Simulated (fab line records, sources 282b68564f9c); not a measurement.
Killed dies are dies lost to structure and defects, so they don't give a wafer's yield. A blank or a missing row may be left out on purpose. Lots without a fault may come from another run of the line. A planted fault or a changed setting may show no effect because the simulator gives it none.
One fault seen from 2 desks | flow rit_cmos | each desk has only its own numbers; what lay behind them comes last

THE METROLOGY DESK
What the gauges read, lot by lot, whatever tool the lot ran on: means of the sampled wafers that have a number. A lot is out of limits, marked OUT, if its mean lies more than 4 standard deviations from the usual mean; the brackets give that distance.
Columns: A = GATE_OXIDE_THK at RIT_GATE_THK_MEAS_07, usual 3.04 nm
lot  | first seen here | A
L471 | day 2 09:57     | 3.04
L472 | day 2 15:54     | 3.12
L473 | day 2 19:49     | 2.99
L474 | day 3 01:11     | 2.49 (-8.9) OUT
L475 | day 3 05:37     | 3.19
L476 | day 3 10:38     | 2.56 (-7.8) OUT
L482 | day 4 16:17     | 2.97
L484 | day 5 02:38     | 3.03
L485 | day 5 07:36     | 3.00
L489 | day 6 03:59     | 3.07
L490 | day 6 08:44     | 3.02
L492 | day 6 18:47     | 2.99
L493 | day 6 23:58     | 3.04
L494 | day 7 05:47     | 3.06
This desk's finding: out of limits on L474, L476; first on L474, day 3 01:11 (GATE_OXIDE_THK at RIT_GATE_THK_MEAS_07). In limits: L471, L472, L473, L475, L482, L484, L485, L489, L490, L492, L493, L494.

THE TOOL OWNER'S DESK: furnace-04
The tool's own readings at RIT_GATE_OXIDATION_05 (target thk 3 nm, ox time 270 s): means of the sampled wafers that have a number, for each lot that ran on this tool. A lot is out of limits, marked OUT, if its mean lies more than 4 standard deviations from the usual mean; the brackets give that distance.
Columns: A = spike_tc_centre_C at RIT_GATE_OXIDATION_05, usual 902.4 C; B = spike_tc_load_C at RIT_GATE_OXIDATION_05, usual 925.3 C; C = spike_tc_source_C at RIT_GATE_OXIDATION_05, usual 923.3 C; D = tube_center_temp_C at RIT_GATE_OXIDATION_05, usual 900 C; E = tube_center_temp_C_max at RIT_GATE_OXIDATION_05, usual 902.4
lot  | first seen here | A               | B               | C               | D                     | E
L472 | day 2 14:34     | 901.9           | 924.1           | 923.9           | 900                   | 902.0
L473 | day 2 18:29     | 902.5           | 923.3           | 924.0           | 900                   | 902.5
L474 | day 2 22:43     | 888.5 (-14) OUT | 910.1 (-12) OUT | 910.0 (-12) OUT | 886 (-99 or more) OUT | 888.4 (-34) OUT
L476 | day 3 08:41     | 887.9 (-14) OUT | 910.0 (-12) OUT | 910.5 (-12) OUT | 886 (-99 or more) OUT | 888.7 (-33) OUT
L494 | day 7 03:53     | 901.7           | 923.1           | 923.6           | 900                   | 902.6
This desk's finding: out of limits on L474, L476; first on L474, day 2 22:43 (spike_tc_centre_C at RIT_GATE_OXIDATION_05). In limits: L472, L473, L494.

PUT TOGETHER
The tool owner's desk could have raised an alarm at day 2 22:43, on L474, L476.
The metrology desk could have raised an alarm at day 3 01:11, on L474, L476.
Of the lots named, all ran RIT_GATE_OXIDATION_05 on furnace-04.

WHAT THE SIMULATOR HAD PUT IN
Process parameter drift: furnace-04, from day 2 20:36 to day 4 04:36, at RIT_GATE_OXIDATION_05. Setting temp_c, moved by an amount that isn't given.
Lots struck among those shown: L474, L476.
Hours from the fault's start to each desk's first reading out of limits: the tool owner's desk, 2; the metrology desk, 5.
